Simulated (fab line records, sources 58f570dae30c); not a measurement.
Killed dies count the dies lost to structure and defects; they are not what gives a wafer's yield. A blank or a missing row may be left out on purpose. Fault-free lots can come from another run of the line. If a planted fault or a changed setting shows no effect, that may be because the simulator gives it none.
Comparing a struck lot with a sound one ; flow berkeley-cmos170 ; 26 steps out of a route of 331
Sound: the wafers L579.1, L579.3, L579.4. Struck: wafers L581.4, L581.6. (L581.2 of the same lot was not struck and is left out.) The cause comes at the end.
Order at every step that has rows: each side's tool, ch and its chambers, its first start. Under that, the readings that differ: sound wafers ; struck wafers ; difference of the means ; sigmas: that difference in standard deviations of wafers without a fault.
alike: readings with means less than 2 such deviations apart, plus words and numbers identical on both sides. not compared: withheld readings, readings lacking a value on some wafer, bounds such as >300 that could conceal the same value, and numbers that have no deviation in the record and whose values overlap.
The two part at a step that has a row with sigmas, a row that says differs or no value, or rows on one side only. Non-overlapping numbers with no deviation appear without sigmas and do not part them. Lack of a reading on every wafer of one side parts them only where that side has two or more wafers.

first, 4 steps without rows for these wafers: UCB170_M2_SOFTBAKE_11 (time 60 s); UCB170_M2_EXPOSE_12 (exposes mask METAL2, target cd 700 nm); UCB170_M2_PEB_13; UCB170_M2_DEVELOP_14 (develop time 45 s).
UCB170_M2_CD_MEAS_15: target cd 700 nm.
  struck on cd-sem-02, day 8 08:32; sound on cd-sem-01, day 8 08:27
reading;sound;struck;difference;sigmas
cd-nm (nm);697.8 698.3 699.4;701.7 700.9;+2.8;+3
UCB170_M2_OVL_MEAS_16:
  struck on overlay-02, day 8 08:38; sound on overlay-02, day 8 08:34
  alike: M2_OVL
UCB170_M2_ETCH_17: etches BARC in N2/H2.
  sound on rie-diel-01 ch 0,2,3, day 8 08:37; struck on rie-diel-02 ch 2, day 8 08:40
  alike: drypump-motor-current-A, oes-product-au, throttle-valve-pct
UCB170_M2_METAL_ETCH_18: etches Al in Cl2/BCl3, stops on SiO2, target depth 1170 nm, time 195 s.
  sound on rie-metal-01 ch 0,1, day 8 08:39; struck on rie-metal-04 ch 1, day 8 08:42
  alike: drypump-motor-current-A, he-backside-leak-sccm, oes-product-au, throttle-valve-pct
  not compared: rf-hours-counter-h
UCB170_M2_STRIP_19: strips in O2.
  sound on plasma-asher-04 ch 0,1, day 8 08:50; struck on plasma-asher-01 ch 0,1, day 8 08:53
  alike: drypump-motor-current-A, oes-product-au
  not compared: rf-hours-counter-h
UCB170_M2_CD_MEAS_90: target cd 700 nm.
  struck on cd-sem-02, day 8 09:01; sound on cd-sem-01, day 8 08:56
  alike: cd-nm
UCB170_V2_CVD_00: deposits SiO2 from TEOS/O2, target thk 2000 nm, time 250 s.
  sound on pecvd-04 ch 0,1, day 8 09:04; struck on pecvd-03 ch 0,1, day 8 09:07
  alike: heater-power-w
UCB170_V2_THK_MEAS_01:
  struck on film-metro-04, day 8 09:17; sound on film-metro-02, day 8 09:13
  alike: V2_TEOS_THK
UCB170_V2_CMP_02: polishes SiO2.
  sound on cmp-01 ch 1,2,3, day 8 09:16; struck on cmp-02 ch 0, day 8 09:23
reading;sound;struck;difference;sigmas
model.SiO2_of_V2_CVD_00.thk-nm (nm);998.6 999.9 998;1344 1350;+348;
  alike: motor-current-A
UCB170_V2_BOW_MEAS_03:
  struck on film-metro-03, day 8 09:39; sound on film-metro-02, day 8 09:34
  alike: V2_BOW
UCB170_V2_THK_MEAS_04:
  struck on film-metro-03, day 8 09:46; sound on film-metro-02, day 8 09:41
reading;sound;struck;difference;sigmas
V2_POLISHED_THK (nm);998.5 1000.6 998.2;1343.8 1350.0;+347.8;+99 or more
then, 7 steps without rows for these wafers: UCB170_V2_CLEAN_05 (cleans in DIW); UCB170_V2_HMDS_06 (prime time 60 s); UCB170_V2_COAT_07 (resist thk 900 nm); UCB170_V2_SOFTBAKE_08 (time 60 s); UCB170_V2_EXPOSE_09 (exposes mask VIA2, target cd 700 nm); UCB170_V2_PEB_10; UCB170_V2_DEVELOP_11 (develop time 45 s).
UCB170_V2_CD_MEAS_12: target cd 700 nm.
  struck on cd-sem-02, day 8 11:31; sound on cd-sem-01, day 8 10:46
  alike: cd-nm
UCB170_V2_OVL_MEAS_13:
  struck on overlay-02, day 8 11:38; sound on overlay-01, day 8 10:53
  alike: V2_OVL
UCB170_V2_ETCH_14: etches SiO2 in CHF3/CF4/Ar, stops on Al, target depth 1250 nm, time 291 s.
  sound on rie-diel-02 ch 0,1, day 8 10:55; struck on rie-diel-04 ch 1,3, day 8 11:40
reading;sound;struck;difference;sigmas
oes-product-au (a.u.);0.879 0.870 0.875;0.971 0.986;+0.104;+9
model.V2.feature-depth-nm (nm);998.6 1000 998;1211 1211;+212;
model.etch.depth-nm (nm);998.6 999.9 998;1211 1211;+212;
  alike: drypump-motor-current-A, throttle-valve-pct
  not compared: rf-hours-counter-h
UCB170_V2_STRIP_15: strips in O2.
  sound on plasma-asher-04 ch 0,1, day 8 11:06; struck on plasma-asher-01 ch 0,1, day 8 11:50
  alike: drypump-motor-current-A, oes-product-au, strip-time-to-endpoint-s
  not compared: rf-hours-counter-h

WHERE THEY PART
Last at UCB170_V2_ETCH_14 as far as this record goes, first at UCB170_M2_CD_MEAS_15. Later steps at which nothing parts them and some readings are alike: UCB170_V2_STRIP_15.

WHY: what the simulator had put in
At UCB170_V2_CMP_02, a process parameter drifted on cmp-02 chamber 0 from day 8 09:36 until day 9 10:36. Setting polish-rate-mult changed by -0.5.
